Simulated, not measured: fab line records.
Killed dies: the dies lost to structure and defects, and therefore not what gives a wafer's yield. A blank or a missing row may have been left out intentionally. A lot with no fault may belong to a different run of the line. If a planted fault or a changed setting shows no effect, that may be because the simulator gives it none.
A lot that was struck, set against a sound lot	flow berkeleyCmos170	15 steps out of a route of 331
Sound: wafers L362.2, L362.5, L362.6. Wafers L371.2, L371.5, L371.6 were the ones struck. Last of all comes the cause.
Per side, at each step with rows, come the tool, then ch with its chambers, and then its first start. Under that, the readings that differ: sound wafers	struck wafers	difference of the means	sigmas: that difference in standard deviations of wafers without a fault.
alike: same words and numbers on both sides, and readings whose means sit less than 2 such deviations apart. not compared: any withheld reading, any reading some wafer has no value for, any bound like >300 that may hide the same value, and any number with overlapping values for which the record gives no deviation.
Wherever a step has rows on one side only, a row that says differs or no value, or a row with sigmas, the two part there. Numbers that have no deviation but don't overlap get no sigmas and don't part them. A reading that every wafer of one side lacks parts them only if that side has two wafers or more.

UCB170_M1_METAL_ETCH_12: etches Al in Cl2/BCl3, stops on PSG, target depth 780 nm, time 130 s.
  sound on rieMetal-02 ch 0,1, day 7 21:15; struck on rieMetal-02 ch 0,1, day 10 05:16
  alike: drypumpMotorCurrentA, oesProductAu, throttleValvePct
  not compared: rfHoursCounterH
UCB170_M1_STRIP_13: strips in O2.
  sound on plasmaAsher-01 ch 0,1, day 7 21:23; struck on plasmaAsher-02 ch 0,1, day 10 05:25
  alike: drypumpMotorCurrentA, oesProductAu
  not compared: rfHoursCounterH
UCB170_M1_CD_MEAS_90 targets a cd of 700 nm.
  sound: cdSem-02 at day 7 21:31; struck: cdSem-01 at day 10 05:32
  alike: cdNm
then, 1 step without rows for these wafers: UCB170_M1_ANNEAL_14 (time 1200 s).
UCB170_V1_CVD_00: deposits SiO2 from TEOS/O2, target thk 2000 nm, time 250 s.
  sound on pecvd-01 ch 1,2, day 7 22:56; struck on pecvd-03 ch 0,1, day 10 06:58
  alike: heaterPowerW
UCB170_V1_THK_MEAS_01:
  sound: filmMetro-01 at day 7 23:07; struck: filmMetro-02 at day 10 07:07
  alike: V1_TEOS_THK
UCB170_V1_CMP_02: polishes SiO2.
  sound on cmp-02 ch 2,3, day 7 23:13; struck on cmp-02 ch 0,1, day 10 07:13
reading	sound	struck	difference	sigmas
motorCurrentA (A)	14.3 14.7 15.2	18.1 17.2 16.4	+2.5	+2
UCB170_V1_BOW_MEAS_03:
  sound: filmMetro-04 at day 7 23:29; struck: filmMetro-02 at day 10 07:29
  alike: V1_BOW
UCB170_V1_THK_MEAS_04:
  sound: filmMetro-04 at day 7 23:35; struck: filmMetro-02 at day 10 07:36
  alike: V1_POLISHED_THK
then, 3 steps without rows for these wafers: UCB170_V1_CLEAN_05 (cleans in DIW); UCB170_V1_HMDS_06 (prime time 60 s); UCB170_V1_COAT_07 (resist thk 900 nm).
UCB170_V1_SOFTBAKE_08: time 60 s.
  sound on lithoTrack-01 ch 0, day 8 03:52; struck on lithoTrack-01 ch 0, day 10 09:01
reading	sound	struck	difference	sigmas
heaterPowerTotalW (W)	56.73 56.85 56.81	60.20 60.21 60.18	+3.40	+74
runLengthS (s)	89.46 89.36 89.25	77.86 78.07 78.00	-11.38	-47
  alike: chillPlateTempC
then, 1 step without rows for these wafers: UCB170_V1_EXPOSE_09 (exposes mask VIA1, target cd 700 nm).
UCB170_M3_PROBE_99:
  the record holds rows for the sound wafers here (prober-01, day 8 14:23) but none for the struck ones

WHERE THEY PART
Earliest at UCB170_V1_CMP_02; latest, in this record, at UCB170_M3_PROBE_99.

WHY: what had been put in by the simulator
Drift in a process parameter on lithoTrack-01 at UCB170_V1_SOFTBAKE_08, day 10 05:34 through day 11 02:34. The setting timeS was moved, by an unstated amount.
